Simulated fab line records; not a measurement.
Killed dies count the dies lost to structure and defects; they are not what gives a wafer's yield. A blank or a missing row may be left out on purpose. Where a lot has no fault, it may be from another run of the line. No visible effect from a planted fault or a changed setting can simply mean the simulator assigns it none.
The tool behind it: which one? + flow berkeley-cmos170 + 8 lots, 24 wafers sampled, at 2 steps of a route of 331

WHAT THE GAUGES READ, wafer by wafer
UCB170_NSD_OVL_MEAS_07.
| lot  | measured     | on         | NSD_OVL (nm)   |
|------|--------------|------------|----------------|
| L330 | day 8 09:51  | overlay-02 | -5 -8 -10      |
| L334 | day 9 11:38  | overlay-02 | -2 -3 9        |
| L335 | day 9 12:11  | overlay-01 | 1 4 0          |
| L337 | day 9 12:36  | overlay-01 | -1 3 2         |
| L343 | day 11 00:42 | overlay-01 | 5 8 0          |
| L342 | day 11 00:57 | overlay-01 | -169 -166 -166 |
| L344 | day 11 10:44 | overlay-01 | -154 -153 -151 |
| L349 | day 12 14:52 | overlay-01 | -1 1 -3        |

EACH LOT AND THE TOOL THAT RAN IT (in order: tool; ch and the chambers of the sampled wafers; start)
| lot  | UCB170_NSD_EXPOSE_03              |
|------|-----------------------------------|
| L330 | krf-scanner-01 ch 0, day 8 09:17  |
| L334 | krf-scanner-01 ch 0, day 9 11:03  |
| L335 | krf-scanner-02 ch 0, day 9 11:37  |
| L337 | krf-scanner-02 ch 0, day 9 12:05  |
| L343 | krf-scanner-02 ch 0, day 11 00:00 |
| L342 | krf-scanner-02 ch 0, day 11 00:22 |
| L344 | krf-scanner-02 ch 0, day 11 10:14 |
| L349 | krf-scanner-01 ch 0, day 12 14:22 |
- UCB170_NSD_EXPOSE_03: exposes mask NSELECT MOD, target cd 1200 nm.

THE ANSWER, worked out from the rows above alone
Rule: the usual values come from the lots themselves. Put in order of their means at a reading, lots are off if they are a third of the lots or fewer, leave a main group of 4 or more, and stand apart from it by a gap of 3 or more times the standard deviation of the main group's means; of several such gaps the widest counts. If all means in a main group match to the digits the tables above print for the reading, that group is not used. A lot without any number at a reading at which 4 lots or more have one is off too. All remaining lots with rows at the step are treated as sound.
Off: at UCB170_NSD_OVL_MEAS_07 (NSD_OVL), L342, L344. The main group has a mean of -0 nm with a standard deviation of 3.8.
A tool fits if, at a process step before that reading, it ran every lot that is off, and no sound lot after the first of them. Those tools and the gauges at UCB170_NSD_OVL_MEAS_07 are tried in the same way. One fits: UCB170_NSD_EXPOSE_03 on krf-scanner-02. Its last sound lot is L343 (day 11 00:00), its first lot that is off L342 (day 11 00:22): a fault that began between those two fits.

WHAT THE SIMULATOR PUT IN
Scanner matching overlay: krf-scanner-02, from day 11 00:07 on, at UCB170_NSD_EXPOSE_03. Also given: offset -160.
Shown lots that were struck: L342, L344. The rule given above showed the same thing.
